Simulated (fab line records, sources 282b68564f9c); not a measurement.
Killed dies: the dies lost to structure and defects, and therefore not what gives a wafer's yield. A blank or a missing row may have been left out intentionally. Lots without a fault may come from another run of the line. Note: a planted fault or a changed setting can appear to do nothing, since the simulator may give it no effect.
fab line records ; flow rit_cmos
record lots=14; wafers=42; last_day=7
route steps=202 shown FOX2@24 SPACER@130 M1@202
lots with no fault: from the same line, run without faults
start_h: start of the lot's first displayed wafer, in hours after the record's first day ; wait_h: hours from the lot's prior step to this one ; " repeats the value in the row above ; L1.1+2: several wafers, shown together as one row ; - value missing, or start not given ; * or withheld: withheld ; < > ~ a bound
route shown NAME@n: names a module that has steps shown in the file, with the first one's number in the route ; usual: mean/standard deviation of fault-free wafers ; same: alike in all rows ; chamber/n: place in a boat ; sites: readings site by site ; _std_site: their standard deviation ; _edge_site: mean of outer sites minus mean of inner sites ; radius_mm: how far each site lies from the wafer's centre ; mask NAME#n: copy n ; behind: the most recent tool/chamber to have shaped the wafer ; hold: what put the lot on hold/how long, in hours/how the hold closed ; device: names the non-switching transistor (n, p or np) ; end of line: at the end of the route, the tests of the same wafers ; a step with no rows: only its recipe ; killed: the dies lost at the first sort to structure and to defects; this is not the yield of the wafer ; map: dies across one wafer; x = killed, . = not, _ = none there
set.NAME: the run value of the setting; set.NAME@STEP: its run value at that earlier step ; model.NAME: the simulator's own value behind a step, which no gauge read
route steps across a sampled set of lots; one table per step, one row per wafer
services: when a tool's chamber went out of use (start_h, in hours from the record's first day, below 0 if earlier), for how many hours, and the reason
## steps
# step RIT_FOX2_THK_MEAS_01
# recipe reads=SiO2_of_FOX2_OXIDATION_00
# usual FOX2_OXIDE_THK=351/6.2
lot.wafer;tool;chamber;start_h;wait_h;FOX2_OXIDE_THK[nm]
L461.1;film_metro-02;-;29.86;0.0;344
L461.2;film_metro-02;-;29.86;0.0;342
L461.5;film_metro-02;-;29.86;0.0;343
L462.2;film_metro-02;-;33.82;0.0;358
L462.5;film_metro-02;-;33.82;0.0;351
L462.6;film_metro-02;-;33.82;0.0;350
L463.2;film_metro-02;-;39.81;0.0;351
L463.3;film_metro-02;-;39.81;0.0;343
L463.4;film_metro-02;-;39.81;0.0;345
L465.2;film_metro-02;-;49.86;0.0;354
L465.4;film_metro-02;-;49.86;0.0;351
L465.6;film_metro-02;-;49.86;0.0;356
L466.1;film_metro-04;-;53.31;0.0;355
L466.2;film_metro-04;-;53.31;0.0;356
L466.4;film_metro-04;-;53.31;0.0;359
L469.1;film_metro-02;-;70.40;0.0;340
L469.3;film_metro-02;-;70.40;0.0;341
L469.5;film_metro-02;-;70.40;0.0;342
L470.2;film_metro-02;-;73.45;0.0;352
L470.4;film_metro-02;-;73.45;0.0;360
L470.5;film_metro-02;-;73.45;0.0;355
L471.2;film_metro-02;-;78.32;0.0;356
L471.3;film_metro-02;-;78.32;0.0;359
L471.4;film_metro-02;-;78.32;0.0;360
L473.1;film_metro-01;-;90.51;0.0;344
L473.2;film_metro-01;-;90.51;0.0;343
L473.3;film_metro-01;-;90.51;0.0;346
L475.1;film_metro-02;-;99.17;0.0;356
L475.3;film_metro-02;-;99.17;0.0;356
L475.6;film_metro-02;-;99.17;0.0;349
L476.3;film_metro-04;-;103.33;0.0;341
L476.4;film_metro-04;-;103.33;0.0;350
L476.6;film_metro-04;-;103.33;0.0;339
L477.3;film_metro-02;-;109.96;0.0;346
L477.5;film_metro-02;-;109.96;0.0;340
L477.6;film_metro-02;-;109.96;0.0;342
L478.2;film_metro-02;-;114.45;0.0;358
L478.3;film_metro-02;-;114.45;0.0;350
L478.5;film_metro-02;-;114.45;0.0;352
L479.1;film_metro-01;-;119.19;0.0;345
L479.3;film_metro-01;-;119.19;0.0;346
L479.6;film_metro-01;-;119.19;0.0;346
# step RIT_SPACER_ETCHBACK_05
# recipe target_depth_a=2500; SF6_flow_sccm=30; CHF3_flow_sccm=30; target=Si3N4; chemistry=SF6/CHF3; pressure_mtorr=40; rf_w=250; time_s=240; stop_on=SiO2
# usual drypump_motor_current_A=5.3/0.48; oes_product_au=0.845/0.016; rf_fwd_power_W=249.3/0.76; run_length_s=268.2/0.44; throttle_valve_pct=10.29/0.12
lot.wafer;tool;chamber;start_h;wait_h;drypump_motor_current_A;oes_product_au;rf_fwd_power_W;rf_hours_counter_h;run_length_s;throttle_valve_pct
L461.1;rie_diel-03;0;56.64;0.1;5.3;0.809;249.7;102;268.3;10.24
L461.2;rie_diel-03;1;56.64;0.1;5.2;0.840;248.9;2;267.8;10.42
L461.5;rie_diel-03;0;56.64;0.1;5.3;0.813;250.0;-;268.3;10.23
L462.2;rie_diel-04;3;62.94;0.0;5.7;0.859;249.7;6;268.6;10.41
L462.5;rie_diel-04;1;62.94;0.0;5.0;0.837;250.1;-;268.5;10.20
L462.6;rie_diel-04;0;62.94;0.0;6.2;0.874;249.1;-;267.4;10.18
L463.2;rie_diel-03;3;66.75;0.0;5.4;0.844;248.3;117;268.0;10.24
L463.3;rie_diel-03;2;66.75;0.0;6.3;0.829;249.7;46;267.8;10.62
L463.4;rie_diel-03;1;66.75;0.0;5.2;0.853;249.0;2;267.7;10.40
L465.2;rie_diel-01;3;76.40;0.0;5.0;0.850;250.5;146;268.1;10.12
L465.4;rie_diel-01;1;76.40;0.0;4.7;0.848;249.1;15;267.6;10.25
L465.6;rie_diel-01;0;76.40;0.0;4.8;0.830;249.8;-;267.8;10.33
L466.1;rie_diel-01;3;80.35;0.1;5.0;0.857;248.0;147;268.2;10.13
L466.2;rie_diel-01;2;80.35;0.1;5.6;0.859;249.2;1;268.4;10.29
L466.4;rie_diel-01;1;80.35;0.1;4.7;0.838;250.6;15;267.8;10.25
L469.1;rie_diel-03;3;96.52;0.1;5.4;0.864;248.2;118;268.2;10.24
L469.3;rie_diel-03;0;96.52;0.1;5.3;0.841;249.3;103;268.3;10.23
L469.5;rie_diel-03;2;96.52;0.1;6.3;0.832;248.3;-;268.0;10.63
L470.2;rie_diel-04;2;100.51;0.0;5.0;0.836;249.0;3;268.5;10.28
L470.4;rie_diel-04;1;100.51;0.0;5.0;0.840;249.5;39;268.7;10.22
L470.5;rie_diel-04;2;100.51;0.0;5.1;0.829;251.1;-;268.5;10.29
L471.2;rie_diel-01;3;105.79;0.0;4.9;0.845;249.1;147;268.5;10.11
L471.3;rie_diel-01;0;105.79;0.0;4.9;0.815;249.2;33;268.6;10.32
L471.4;rie_diel-01;1;105.79;0.0;4.7;0.837;249.7;16;268.0;10.26
L473.1;rie_diel-01;2;117.93;0.1;5.6;0.870;250.6;1;268.4;10.29
L473.2;rie_diel-01;3;117.93;0.1;5.0;0.862;249.1;147;268.7;10.11
L473.3;rie_diel-01;1;117.93;0.1;4.7;0.842;249.2;16;267.7;10.25
L475.1;rie_diel-04;3;125.55;0.1;5.7;0.860;248.7;7;268.5;10.42
L475.3;rie_diel-04;0;125.55;0.1;6.2;0.873;248.2;6;267.4;10.18
L475.6;rie_diel-04;1;125.55;0.1;5.0;0.843;248.9;-;269.1;10.22
L476.3;rie_diel-04;2;133.13;0.0;5.1;0.833;250.5;4;268.4;10.30
L476.4;rie_diel-04;3;133.13;0.0;5.7;0.866;250.0;7;268.5;10.41
L476.6;rie_diel-04;3;133.13;0.0;5.7;0.871;251.2;-;268.2;10.42
L477.3;rie_diel-01;2;137.12;0.0;5.7;0.676;248.6;2;364.6;10.23
L477.5;rie_diel-01;0;137.12;0.0;4.8;0.648;248.6;-;364.3;10.25
L477.6;rie_diel-01;1;137.12;0.0;4.7;0.673;248.5;-;364.0;10.19
L478.2;rie_diel-01;2;142.27;0.0;5.7;0.682;248.8;2;364.7;10.24
L478.3;rie_diel-01;1;142.27;0.0;4.7;0.664;249.7;17;363.7;10.19
L478.5;rie_diel-01;2;142.27;0.0;5.6;0.679;249.3;-;364.5;10.23
L479.1;rie_diel-03;1;146.22;0.1;5.2;0.863;249.4;4;267.9;10.42
L479.3;rie_diel-03;0;146.22;0.1;5.3;0.824;249.4;104;268.7;10.24
L479.6;rie_diel-03;1;146.22;0.1;5.2;0.848;249.3;-;267.5;10.43
# step RIT_M1_PROBE_99
# usual killed_at_M0_to_M3=0.0/0.083; killed_at_contacts=0.1/0.27; killed_at_front_end=6.1/2.9; killed_dies=6.2/2.9; killed_open=3.2/1.9; killed_short=3/1.9
# same gross_dies=264; killed_at_M4_up=0; killed_at_back_side=0; killed_at_other=0
lot.wafer;tool;chamber;start_h;wait_h;killed_at_M0_to_M3;killed_at_contacts;killed_at_front_end;killed_dies;killed_open;killed_short
L469.1;prober-02;-;108.67;0.1;0;0;4;4;3;1
L469.3;prober-02;-;108.77;0.2;0;0;7;7;3;4
L469.5;prober-02;-;108.87;0.2;0;0;11;11;7;4
L470.2;prober-01;-;111.81;0.1;0;0;5;5;4;1
L470.4;prober-01;-;111.91;0.2;0;0;6;6;4;2
L470.5;prober-01;-;111.96;0.2;0;0;4;4;3;1
L471.2;prober-02;-;116.75;0.1;0;0;4;4;2;2
L471.3;prober-02;-;116.80;0.2;0;1;8;9;4;5
L471.4;prober-02;-;116.85;0.2;0;0;12;12;7;5
L473.1;prober-02;-;129.00;0.1;0;0;5;5;2;3
L473.2;prober-02;-;129.05;0.1;0;0;8;8;5;3
L473.3;prober-02;-;129.10;0.2;0;1;0;1;1;0
# killed by level:class
L469.1 FOX1:geometric_particle:short=1 GATE:geometric_particle:open=1 SPACER:geometric_particle:open=1 SILICIDE:geometric_particle:open=1
L469.3 SPACER:geometric_particle:short=2 SILICIDE:geometric_particle:open=2 FOX2:geometric_particle:open=1 FOX2:geometric_particle:short=1 GATE:geometric_particle:short=1
L469.5 GATE:geometric_particle:open=4 FOX1:geometric_particle:open=2 FOX2:geometric_particle:short=2 FOX1:geometric_particle:short=1 SILICIDE:geometric_particle:open=1 SILICIDE:geometric_particle:short=1
L470.2 FOX1:geometric_particle:open=1 GATE:geometric_particle:open=1 REOX:geometric_particle:open=1 SPACER:geometric_particle:open=1 SPACER:geometric_particle:short=1
L470.4 SPACER:geometric_particle:open=2 FOX2:geometric_particle:open=1 REOX:geometric_particle:short=1 SPACER:geometric_particle:short=1 SILICIDE:geometric_particle:open=1
L470.5 FOX1:geometric_particle:open=1 FOX2:geometric_particle:open=1 SILICIDE:geometric_particle:short=1 SILICIDE:geometric_particle:open=1
L471.2 FOX1:geometric_particle:open=2 FOX2:geometric_particle:short=1 SPACER:geometric_particle:short=1
L471.3 GATE:geometric_particle:short=2 SPACER:geometric_particle:short=2 FOX1:geometric_particle:open=1 FOX2:geometric_particle:open=1 SILICIDE:geometric_particle:open=1 SILICIDE:geometric_particle:short=1 CONTACT:geometric_particle:open=1
L471.4 GATE:geometric_particle:open=6 FOX1:geometric_particle:short=3 GATE:geometric_particle:short=2 REOX:geometric_particle:open=1
L473.1 SPACER:geometric_particle:short=2 FOX1:geometric_particle:short=1 GATE:geometric_particle:open=1 SILICIDE:geometric_particle:open=1
L473.2 GATE:geometric_particle:open=3 SILICIDE:geometric_particle:short=2 FOX1:geometric_particle:short=1 FOX1:geometric_particle:open=1 SPACER:geometric_particle:open=1
L473.3 CONTACT:geometric_particle:open=1
## services
tool;chamber;start_h;hours;kind
rie_diel-04;-;35.76;0.5;repair
rie_diel-01;2;37.40;-;clean
rie_diel-01;2;37.40;17.1;scheduled_down
rie_diel-01;2;37.40;17.1;vent_cycle
rie_diel-03;-;47.60;1.2;repair
rie_diel-01;-;50.60;2.8;pm
rie_diel-04;-;69.31;1.4;repair
rie_diel-04;-;73.54;14.6;pm
rie_diel-04;0;93.44;3.0;repair
rie_diel-04;3;103.23;16.1;repair
rie_diel-03;3;143.22;4.3;repair
## key
first_sign step=RIT_SPACER_ETCHBACK_05; reading=run_length_s; direction=up; sigmas=99+; usual=*; struck=*
effect step=RIT_SPACER_ETCHBACK_05; reading=oes_product_au; direction=down; sigmas=11; usual=0.845; struck=0.670
met_at RIT_SPACER_ETCHBACK_05
struck_lots L477,L478
tester_left_out L477,L478
not_acting_at RIT_FOX2_THK_MEAS_01
onset_between 117.93 137.12
fault kind=process_parameter_drift; tool=rie_diel-01; chamber=-; onset_h=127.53; steps=RIT_SPACER_ETCHBACK_05; channel=time_s; offset=*; shape=step; end_h=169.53; acts_in=*; stated=*
# tester_left_out: of these lots the tester's yield and bins aren't shown, on N5 and GAA mostly nor the transistor test; their killed dies are dies lost to structure and defects alone, not to doping, threshold or leakage, so they don't give the yield
